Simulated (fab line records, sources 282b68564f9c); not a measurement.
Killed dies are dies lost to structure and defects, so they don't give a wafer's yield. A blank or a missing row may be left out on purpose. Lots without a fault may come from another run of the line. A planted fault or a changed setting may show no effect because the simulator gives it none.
Which tool did it? | flow rit_cmos | 14 lots, 42 wafers sampled, at 3 steps of a route of 202

WHAT THE GAUGES READ, wafer by wafer
RIT_NLDD_TW_MEAS_10.
lot  | measured    | on            | NLDD_TW
L838 | day 3 00:14 | film_metro-01 | 2486 2482 2485
L839 | day 3 05:41 | film_metro-02 | 2541 2535 2534
L840 | day 3 13:17 | film_metro-02 | 2530 2535 2527
L841 | day 3 17:38 | film_metro-03 | 2487 2493 2469
L842 | day 3 22:29 | film_metro-01 | 2466 2487 2485
L847 | day 4 19:11 | film_metro-03 | 2656 2642 2650
L848 | day 4 21:02 | film_metro-01 | 2672 2674 2675
L850 | day 5 07:13 | film_metro-01 | 2502 2491 2491
L851 | day 5 12:35 | film_metro-01 | 2493 2490 2491
L855 | day 6 08:05 | film_metro-02 | 2539 2535 2538
L858 | day 6 22:46 | film_metro-02 | 2530 2533 2542
L859 | day 7 01:59 | film_metro-02 | 2538 2534 2543
L860 | day 7 07:49 | film_metro-03 | 2476 2482 2476
L861 | day 7 12:29 | film_metro-01 | 2496 2507 2495

RIT_SDANNEAL_RS_MEAS_07: measures by four-point-probe.
lot  | measured    | on            | NLDD_RS (ohm/sq)
L838 | day 3 08:06 | film_metro-01 | 150.3 150.6 150.6
L839 | day 3 13:57 | film_metro-01 | 151.8 151.9 152.3
L840 | day 3 21:29 | film_metro-02 | 151.4 151.4 151.5
L841 | day 4 02:14 | film_metro-03 | 150.3 151.1 151.0
L842 | day 4 07:00 | film_metro-02 | 152.0 151.7 152.1
L847 | day 5 03:22 | film_metro-03 | 147.3 147.7 147.6
L848 | day 5 04:50 | film_metro-01 | 146.7 146.6 146.3
L850 | day 5 15:14 | film_metro-03 | 152.5 152.3 152.6
L851 | day 5 20:34 | film_metro-01 | 151.9 152.5 152.4
L855 | day 6 15:51 | film_metro-01 | 151.1 151.5 151.3
L858 | day 7 06:23 | film_metro-01 | 151.7 151.2 151.4
L859 | day 7 09:59 | film_metro-02 | 151.6 151.6 151.6
L860 | day 7 15:43 | film_metro-03 | 151.0 151.5 151.6
L861 | day 7 20:38 | film_metro-02 | 151.2 150.9 151.5

WHICH TOOL RAN EACH LOT (tool, then ch and the chambers of the sampled wafers, then the start)
lot  | RIT_NLDD_IMPLANT_08
L838 | implanter-03 ch 0, day 2 23:55
L839 | implanter-03 ch 0, day 3 05:24
L840 | implanter-02 ch 0, day 3 12:57
L841 | implanter-03 ch 0, day 3 17:20
L842 | implanter-02 ch 0, day 3 22:09
L847 | implanter-02 ch 0, day 4 18:52
L848 | implanter-02 ch 0, day 4 20:44
L850 | implanter-03 ch 0, day 5 06:54
L851 | implanter-04 ch 0, day 5 12:16
L855 | implanter-04 ch 0, day 6 07:48
L858 | implanter-03 ch 0, day 6 22:26
L859 | implanter-03 ch 0, day 7 01:39
L860 | implanter-03 ch 0, day 7 07:31
L861 | implanter-04 ch 0, day 7 12:10
- RIT_NLDD_IMPLANT_08

WHAT THE TOOLS THEMSELVES READ (means of the sampled wafers that have a number; where no wafer has one, the mark that the record gives instead)
RIT_NLDD_IMPLANT_08.
lot  | tool         | beam_energy_keV
L838 | implanter-03 | 20.003
L839 | implanter-03 | 19.992
L840 | implanter-02 | 19.994
L841 | implanter-03 | 20.001
L842 | implanter-02 | 20.001
L847 | implanter-02 | 26.005
L848 | implanter-02 | 25.998
L850 | implanter-03 | 19.999
L851 | implanter-04 | 20.003
L855 | implanter-04 | 20.002
L858 | implanter-03 | 20.004
L859 | implanter-03 | 20.002
L860 | implanter-03 | 19.996
L861 | implanter-04 | 20.005

THE ANSWER, worked out from the rows above alone
Rule: what is usual is taken from the lots themselves. Put in order of their means at a reading, lots are off if they are a third of the lots or fewer, leave a main group of 4 or more, and stand apart from it by a gap of 3 or more times the standard deviation of the main group's means; of several such gaps the widest counts. A main group whose means are all the same, to the digits that the tables above print for the reading, isn't used. A lot without any number at a reading at which 4 lots or more have one is off too. The other lots that the step has rows for count as sound. The gauges are gone through in route order, then the tools' own readings, and for those a lot's mean is taken as printed above. The first step at which some lot is off is used, and at that step the reading that is off furthest; a lot without a number counts as furthest.
Off: L847, L848, at RIT_NLDD_TW_MEAS_10 (NLDD_TW). The main group: mean 2507, standard deviation 25.
A tool fits if, at a process step before that reading, it ran every lot that is off, and no sound lot after the first of them. The gauges at RIT_NLDD_TW_MEAS_10 aren't tried: what is off there is off at RIT_NLDD_IMPLANT_08 too, on other tools, and a gauge's error can't cause that. One fits: implanter-02 at RIT_NLDD_IMPLANT_08. Its last sound lot is L842 (day 3 22:09), its first lot that is off L847 (day 4 18:52): a fault that began between those two fits.
The tool's own readings at RIT_NLDD_IMPLANT_08 bear it out: on the lots that are off they differ by more than 5 times the standard deviation of the sound lots' means. beam_energy_keV reads 26.002 there against 20.000 on the sound lots.

WHAT THE SIMULATOR HAD PUT IN
Process parameter drift: implanter-02, from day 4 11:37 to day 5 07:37, at RIT_NLDD_IMPLANT_08. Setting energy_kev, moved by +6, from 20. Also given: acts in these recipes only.
Lots struck among those shown: L847, L848. The rule above found the same.
